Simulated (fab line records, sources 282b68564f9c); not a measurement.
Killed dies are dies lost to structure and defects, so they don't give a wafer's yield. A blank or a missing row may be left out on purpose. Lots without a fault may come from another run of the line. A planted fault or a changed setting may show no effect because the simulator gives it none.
One fault seen from 2 desks | flow rit_cmos | each desk has only its own numbers; what lay behind them comes last

THE METROLOGY DESK
What the gauges read, lot by lot, whatever tool the lot ran on: means of the sampled wafers that have a number. A lot is out of limits, marked OUT, if its mean lies more than 4 standard deviations from the usual mean; the brackets give that distance. Of its 8 readings 7 are shown: those that lie furthest out on some lot.
Columns: A = cd_nm at RIT_ACTIVE_CD_MEAS_90, usual 1401.1 nm; B = FOX1_OXIDE_THK at RIT_FOX1_THK_MEAS_01, usual 347 nm; C = FOX2_OXIDE_THK at RIT_FOX2_THK_MEAS_01, usual 350 nm; D = FIELD_OXIDE_LEFT_1_THK at RIT_FOX2_THK_MEAS_90, usual 323 nm; E = NWELL_OVL at RIT_NWELL_OVL_MEAS_06, usual 0.0 nm; F = NWELL_TW at RIT_NWELL_TW_MEAS_10, usual 2146; G = PWELL_OVL at RIT_PWELL_OVL_MEAS_06, usual 0.5 nm
lot  | first seen here | A      | B   | C   | D   | E    | F    | G
L447 | day 1 15:22     | 1401.7 | 337 | 360 | 333 | 0.2  | 2128 | -0.1
L453 | day 2 21:10     | 1399.4 | 349 | 348 | 320 | -4.3 | 2144 | -1.7
L456 | day 3 11:34     | 1398.6 | 348 | 342 | 315 | -0.6 | 2156 | -0.2
L469 | day 6 05:09     | 1400.3 | 356 | 353 | 325 | 0.8  | 2136 | -1.0
L470 | day 6 09:28     | 1399.9 | 350 | 346 | 319 | 0.8  | 2129 | -0.9
This desk's finding: nothing out of limits on any of the 5 lots.

THE TOOL OWNER'S DESK: wet_bench-03
The tool's own readings at RIT_ACTIVE_CLEAN_17 (cleans in SC2, time 600 s): means of the sampled wafers that have a number, for each lot that ran on this tool. A lot is out of limits, marked OUT, if its mean lies more than 4 standard deviations from the usual mean; the brackets give that distance.
Columns: A = temp_c at RIT_ACTIVE_CLEAN_17, usual 75.01 C
lot  | first seen here | A
L453 | day 2 22:02     | 74.96
L456 | day 3 12:34     | 75.07
This desk's finding: nothing out of limits on any of the 2 lots.

PUT TOGETHER
The metrology desk saw nothing out of limits.
The tool owner's desk saw nothing out of limits.

WHAT THE SIMULATOR HAD PUT IN
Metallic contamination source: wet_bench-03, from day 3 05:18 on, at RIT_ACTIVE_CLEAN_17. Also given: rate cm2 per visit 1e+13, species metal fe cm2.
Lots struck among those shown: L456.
